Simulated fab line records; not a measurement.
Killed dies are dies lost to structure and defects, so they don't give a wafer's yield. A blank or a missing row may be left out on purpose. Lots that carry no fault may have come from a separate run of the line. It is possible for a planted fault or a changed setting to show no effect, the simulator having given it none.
A struck lot beside a sound one ; flow rit_cmos ; 45 steps out of a route of 202
Sound: these wafers, L407.3, L407.5, L407.6. The struck wafers were L425.2, L425.3, L425.5. At the end, the cause is stated.
Each step with rows lists, per side, the tool, then ch with its chambers, then its first start. Under that, the readings that differ: sound wafers ; struck wafers ; difference of the means ; sigmas: that difference in standard deviations of wafers without a fault.
alike: words and numbers the same on both sides, and readings whose means are apart by under 2 such deviations; not compared: readings that were withheld, readings missing a value for some wafer, numbers with overlapping values and no deviation given by the record, and bounds like >300 which may hide the same value.
Wherever a step has rows on one side only, a row that says differs or no value, or a row with sigmas, the two part there. Numbers that don't overlap but have no deviation are shown without sigmas and don't part them. A reading that every wafer of one side lacks parts them only if that side has two wafers or more.

first, 3 steps without rows for these wafers: RIT_REOX_CLEAN_01 (cleans in dHF, time 30 s); RIT_REOX_CLEAN_02 (cleans in SC2, time 600 s); RIT_REOX_OXIDATION_03 (target thk 25.2 nm, ox time 5580 s).
RIT_REOX_THK_MEAS_04:
  sound on film_metro-04 at day 2 17:48; struck on film_metro-04 at day 7 11:17
reading;sound;struck;difference;sigmas
REOX_OXIDE_THK (nm);24.9 24.9 24.8;26.6 26.4 26.1;+1.5;+3
then, 6 steps without rows for these wafers: RIT_NLDD_HMDS_00 (prime time 60 s); RIT_NLDD_COAT_01 (resist thk 1000 nm); RIT_NLDD_SOFTBAKE_02 (time 60 s); RIT_NLDD_EXPOSE_03 (exposes mask M7, target cd 40700 nm); RIT_NLDD_PEB_04; RIT_NLDD_DEVELOP_05 (develop time 50 s).
RIT_NLDD_OVL_MEAS_06:
  sound on overlay-02 at day 2 18:52; struck on overlay-01 at day 7 12:19
  alike: NLDD_OVL
then, 1 step without rows for these wafers: RIT_NLDD_HARDBAKE_07 (time 60 s).
RIT_NLDD_IMPLANT_08:
  sound on implanter-02 ch 0, day 2 19:08; struck on implanter-02 ch 0, day 7 12:31
RIT_NLDD_STRIP_09: strips in O2, time 180 s.
  sound on plasma_asher-03 ch 0,1, day 2 19:17; struck on plasma_asher-03 ch 0,1, day 7 12:39
  alike: drypump_motor_current_A
  not compared: rf_hours_counter_h
RIT_NLDD_TW_MEAS_10:
  sound on film_metro-03 at day 2 19:26; struck on film_metro-02 at day 7 12:50
reading;sound;struck;difference;sigmas
NLDD_TW;2549 2535 2540;2464 2458 2451;-84;-3
then, 6 steps without rows for these wafers: RIT_PLDD_HMDS_00 (prime time 60 s); RIT_PLDD_COAT_01 (resist thk 1000 nm); RIT_PLDD_SOFTBAKE_02 (time 60 s); RIT_PLDD_EXPOSE_03 (exposes mask M8, target cd 40900 nm); RIT_PLDD_PEB_04; RIT_PLDD_DEVELOP_05 (develop time 50 s).
RIT_PLDD_OVL_MEAS_06:
  sound on overlay-02 at day 2 20:20; struck on overlay-02 at day 7 13:57
  alike: PLDD_OVL
then, 2 steps without rows for these wafers: RIT_PLDD_HARDBAKE_07 (time 60 s); RIT_PLDD_IMPLANT_08.
RIT_PLDD_STRIP_09: strips in O2, time 180 s.
  sound on plasma_asher-04 ch 0,1, day 2 20:43; struck on plasma_asher-03 ch 1, day 7 14:17
reading;sound;struck;difference;sigmas
drypump_motor_current_A (A);5.4 5.4 5.8;6.8 6.8 6.8;+1.3;+3
  not compared: rf_hours_counter_h
RIT_PLDD_TW_MEAS_10:
  sound on film_metro-01 at day 2 20:51; struck on film_metro-01 at day 7 14:28
  alike: PLDD_TW
then, 4 steps without rows for these wafers: RIT_SPACER_CLEAN_00 (cleans in SC1, time 600 s); RIT_SPACER_CLEAN_01 (cleans in dHF, time 30 s); RIT_SPACER_CLEAN_02 (cleans in SC2, time 600 s); RIT_SPACER_CVD_03 (deposits Si3N4 from SiH2Cl2/NH3, target thk 250 nm, time 3300 s).
RIT_SPACER_THK_MEAS_04:
  sound on film_metro-01 at day 3 00:12; struck on film_metro-01 at day 7 16:53
  alike: SPACER_NITRIDE_THK
RIT_SPACER_ETCHBACK_05: etches Si3N4 in SF6/CHF3, stops on SiO2, target depth 250 nm, time 240 s.
  sound on rie_diel-04 ch 0,1, day 3 00:14; struck on rie_diel-03 ch 0,1,2, day 7 16:56
  alike: drypump_motor_current_A, oes_product_au, throttle_valve_pct
  not compared: rf_hours_counter_h
then, 6 steps without rows for these wafers: RIT_NSD_HMDS_00 (prime time 60 s); RIT_NSD_COAT_01 (resist thk 1000 nm); RIT_NSD_SOFTBAKE_02 (time 60 s); RIT_NSD_EXPOSE_03 (exposes mask M9, target cd 40700 nm); RIT_NSD_PEB_04; RIT_NSD_DEVELOP_05 (develop time 50 s).
RIT_NSD_OVL_MEAS_06:
  sound on overlay-02 at day 3 01:16; struck on overlay-01 at day 7 18:06
  alike: NSD_OVL
then, 2 steps without rows for these wafers: RIT_NSD_HARDBAKE_07 (time 60 s); RIT_NSD_IMPLANT_08.
RIT_NSD_STRIP_09: strips in O2, time 180 s.
  sound on plasma_asher-02 ch 0,1, day 3 01:38; struck on plasma_asher-04 ch 0,1, day 7 18:39
  alike: drypump_motor_current_A
  not compared: rf_hours_counter_h
RIT_SDANNEAL_RS_MEAS_07: the measuring method here is four-point-probe.
  sound on film_metro-01 at day 3 04:11; struck on film_metro-02 at day 8 04:56
reading;sound;struck;difference;sigmas
NLDD_RS (ohm/sq);150.6 151.6 151.3;158.0 157.7 158.0;+6.7;+12
  not compared: hold
RIT_SILICIDE_WET_ETCH_00: etches SiO2 in BOE, target depth 14 nm, time 15 s.
  sound on wet_bench-02 ch 3, day 3 04:16; struck on wet_bench-03 ch 3, day 8 06:02
reading;sound;struck;difference;sigmas
hold;- - -;await_dispo/1.0h/release await_dispo/1.0h/release await_dispo/1.0h/release;no value on the sound wafers;
RIT_M1_PROBE_99:
  sound on prober-01 at day 3 11:58; struck on prober-02 at day 8 14:08
reading;sound;struck;difference;sigmas
killed_at_front_end;12 14 13;7 5 7;-7;-2
killed_dies;12 14 13;7 5 7;-7;-2
killed_short;4 7 9;2 2 1;-5;-3
  alike: killed_at_M0_to_M3, killed_on_rim, killed_open

WHERE THEY PART
At RIT_REOX_THK_MEAS_04 first; at RIT_M1_PROBE_99 last (within this record only).

WHY: what the simulator had put in
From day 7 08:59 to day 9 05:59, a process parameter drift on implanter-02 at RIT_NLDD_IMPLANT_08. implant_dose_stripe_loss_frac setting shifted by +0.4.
